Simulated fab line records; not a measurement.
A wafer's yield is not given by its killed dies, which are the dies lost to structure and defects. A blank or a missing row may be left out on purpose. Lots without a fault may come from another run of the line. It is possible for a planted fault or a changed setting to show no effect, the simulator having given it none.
2 desks looking at one fault | flow rit-cmos | numbers are kept per desk, each desk with only its own; the story behind them comes last

== FOR THE TOOL OWNER'S DESK: pvd-sputter-04 ==
The tool's own readings at RIT_M1_SPUTTER_00 (material Al, target thk 400 nm, time 500 s): means of the sampled wafers that have a number, for each lot that ran on this tool. The brackets show how far a lot's mean lies from the usual mean; more than 4 standard deviations puts the lot out of limits, marked OUT.
Columns: A = chamber-pressure-pa at RIT_M1_SPUTTER_00, usual 0.4000 Pa; B = throttle-valve-pct at RIT_M1_SPUTTER_00, usual 29.6 %
lot  | first seen here | A      | B
L173 | day 3 12:34     | 0.4000 | 29.6
L175 | day 3 22:23     | 0.3997 | 29.6
L176 | day 4 08:12     | 0.4002 | 29.5
L179 | day 4 18:30     | 0.4000 | 29.3
L181 | day 5 07:39     | 0.3995 | 29.2
L183 | day 5 22:35     | 0.3996 | 29.5
L184 | day 6 03:30     | 0.4006 | 29.5
Finding of this desk: none of the 7 lots has anything out of limits.

== FROM THE METROLOGY DESK ==
What the gauges read for every lot (on any tool): the sampled wafers with a number, averaged. The brackets show how far a lot's mean lies from the usual mean; more than 4 standard deviations puts the lot out of limits, marked OUT.
Columns: A = M1_AL_RS at RIT_M1_RS_MEAS_01, usual 0.0736 ohm/sq; B = M1_AL_THK at RIT_M1_THK_MEAS_02, usual 400 nm
lot  | first seen here | A                | B
L172 | day 3 07:11     | 0.0732           | 401
L173 | day 3 12:53     | 0.0729           | 405
L174 | day 3 16:48     | 0.0731           | 401
L175 | day 3 22:41     | 0.0735           | 400
L176 | day 4 08:30     | 0.0739           | 394
L177 | day 4 10:14     | 0.0737           | 399
L178 | day 4 12:13     | 0.0734           | 401
L179 | day 4 18:47     | 0.0733           | 403
L181 | day 5 07:57     | 0.0736           | 399
L183 | day 5 22:53     | 0.0452 (-37) OUT | 651 (+56) OUT
L184 | day 6 03:47     | 0.0450 (-37) OUT | 646 (+55) OUT
L191 | day 7 11:09     | 0.0721           | 410
L192 | day 7 16:08     | 0.0739           | 399
L195 | day 8 08:37     | 0.0723           | 411
This desk reports L183, L184 out of limits; the earliest was L183 at day 5 22:53 (M1_AL_RS at RIT_M1_RS_MEAS_01). L172, L173, L174, L175, L176, L177, L178, L179, L181, L191, L192, L195: within limits.

== TAKEN TOGETHER ==
On L183, L184, the metrology desk was in a position to raise an alarm at day 5 22:53.
The tool owner's desk saw nothing out of limits.
On record at the tool owner's desk: L183, L184, within its limits.
On pvd-sputter-04, each named lot ran RIT_M1_SPUTTER_00.

== WHAT HAD BEEN PUT IN BY THE SIMULATOR ==
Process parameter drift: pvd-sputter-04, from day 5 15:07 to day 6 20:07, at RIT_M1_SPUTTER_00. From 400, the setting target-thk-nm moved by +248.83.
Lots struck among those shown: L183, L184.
Hours from the fault's start to each desk's first reading out of limits: the metrology desk, 8.
